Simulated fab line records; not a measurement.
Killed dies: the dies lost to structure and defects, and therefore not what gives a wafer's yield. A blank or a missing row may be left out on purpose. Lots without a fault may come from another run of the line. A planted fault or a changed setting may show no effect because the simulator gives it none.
A lot that was struck, set against a sound lot + flow berkeley-cmos170 + 20 out of 331 route steps
Sound: the wafers L468.1, L468.3, L468.4. Wafers struck: L473.1, L473.3, L473.6. The cause comes at the end.
For every step that has rows: the tool of each side, followed by ch and its chambers, followed by its first start. Under that, the readings that differ: sound wafers + struck wafers + difference of the means + sigmas: that difference in standard deviations of wafers without a fault.
alike: a reading whose means differ by less than 2 such deviations, as well as words and numbers matching on both sides. not compared: withheld readings; readings where some wafer has no value; bounds like >300 that might hide an equal value; numbers whose values overlap and for which the record gives no deviation.
A row with sigmas, a row that says differs or no value, or rows on one side alone: a step with any of these is where the two part. When numbers do not overlap yet have no deviation, they are printed without sigmas and do not part them. Lack of a reading on every wafer of one side parts them only where that side has two or more wafers.

UCB170_M2_METAL_ETCH_18: etches Al in Cl2/BCl3, stops on SiO2, target depth 1170 nm, time 195 s.
  sound on rie-metal-01 ch 0,1, day 9 00:47; struck on rie-metal-03 ch 0, day 10 00:11
  alike: drypump-motor-current-A, oes-product-au, throttle-valve-pct
  not compared: rf-hours-counter-h
UCB170_M2_STRIP_19: strips in O2.
  sound on plasma-asher-01 ch 0,1, day 9 00:58; struck on plasma-asher-04 ch 0,1, day 10 00:22
  alike: drypump-motor-current-A, oes-product-au
  not compared: rf-hours-counter-h
UCB170_M2_CD_MEAS_90 targets a cd of 700 nm.
  sound on cd-sem-02, day 9 01:04; struck on cd-sem-02, day 10 00:28
  alike: cd-nm
UCB170_V2_CVD_00: deposits SiO2 from TEOS/O2, target thk 2000 nm, time 250 s.
  sound on pecvd-04 ch 0,1,2, day 9 01:11; struck on pecvd-04 ch 0,1, day 10 00:35
  alike: heater-power-w
UCB170_V2_THK_MEAS_01:
  sound on film-metro-01, day 9 01:21; struck on film-metro-01, day 10 00:44
  alike: V2_TEOS_THK
UCB170_V2_CMP_02: polishes SiO2.
  sound on cmp-01 ch 0,2,3, day 9 01:25; struck on cmp-02 ch 0,1,2, day 10 00:54
  alike: motor-current-A
UCB170_V2_BOW_MEAS_03:
  sound on film-metro-02, day 9 01:43; struck on film-metro-01, day 10 01:06
  alike: V2_BOW
UCB170_V2_THK_MEAS_04:
  sound on film-metro-02, day 9 01:50; struck on film-metro-01, day 10 01:13
  alike: V2_POLISHED_THK
then, 4 steps without rows for these wafers: UCB170_V2_CLEAN_05 (cleans in DIW); UCB170_V2_HMDS_06 (prime time 60 s); UCB170_V2_COAT_07 (resist thk 900 nm); UCB170_V2_SOFTBAKE_08 (time 60 s).
UCB170_V2_EXPOSE_09: exposes mask VIA2, target cd 700 nm.
  sound on krf-scanner-01 ch 0, day 9 02:55; struck on krf-scanner-01 ch 0, day 10 02:02
| reading              | sound             | struck            | difference | sigmas |
|----------------------|-------------------|-------------------|------------|--------|
| exposure-dose-mJ-cm2 | 37.02 37.04 36.97 | 38.53 38.52 38.46 | +1.49      | +39    |
  alike: mask
then, 2 steps without rows for these wafers: UCB170_V2_PEB_10; UCB170_V2_DEVELOP_11 (develop time 45 s).
UCB170_V2_CD_MEAS_12 targets a cd of 700 nm.
  sound on cd-sem-01, day 9 03:31; struck on cd-sem-01, day 10 02:43
| reading    | sound             | struck            | difference | sigmas |
|------------|-------------------|-------------------|------------|--------|
| cd-nm (nm) | 699.8 700.1 700.8 | 705.5 706.0 706.8 | +5.9       | +4     |
  not compared: hold
UCB170_V2_OVL_MEAS_13:
  sound on overlay-02, day 9 03:38; struck on overlay-01, day 10 05:34
| reading     | sound  | struck                                                                     | difference                   | sigmas |
|-------------|--------|----------------------------------------------------------------------------|------------------------------|--------|
| hold        | - - -  | await-dispo/2.7h/release await-dispo/2.7h/release await-dispo/2.7h/release | no value on the sound wafers |        |
| V2_OVL (nm) | 4 5 12 | -13 -12 -4                                                                 | -17                          | -3     |
UCB170_V2_ETCH_14: etches SiO2 in CHF3/CF4/Ar, stops on Al, target depth 1250 nm, time 291 s.
  sound on rie-diel-04 ch 0,1,2, day 9 03:41; struck on rie-diel-04 ch 0,1,2, day 10 05:36
| reading             | sound             | struck            | difference | sigmas |
|---------------------|-------------------|-------------------|------------|--------|
| model.V2.cd-nm (nm) | 701.4 699.8 700.6 | 704.9 706.7 706.5 | +5.4       |        |
  alike: drypump-motor-current-A, oes-product-au, throttle-valve-pct
  not compared: rf-hours-counter-h
UCB170_V2_STRIP_15: strips in O2.
  sound on plasma-asher-02 ch 0,1, day 9 03:51; struck on plasma-asher-03 ch 0,1, day 10 06:04
  alike: drypump-motor-current-A, oes-product-au, strip-time-to-endpoint-s
  not compared: rf-hours-counter-h
UCB170_M3_PROBE_99:
  rows exist in the record for the sound wafers here (prober-02, day 9 08:20), none for the struck ones

== WHERE THEY PART ==
Last at UCB170_M3_PROBE_99 as far as this record goes, first at UCB170_V2_EXPOSE_09.

WHY: the cause the simulator had injected
Process parameter drift: krf-scanner-01, from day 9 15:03 on, at UCB170_V2_EXPOSE_09. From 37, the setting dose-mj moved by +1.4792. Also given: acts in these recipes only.
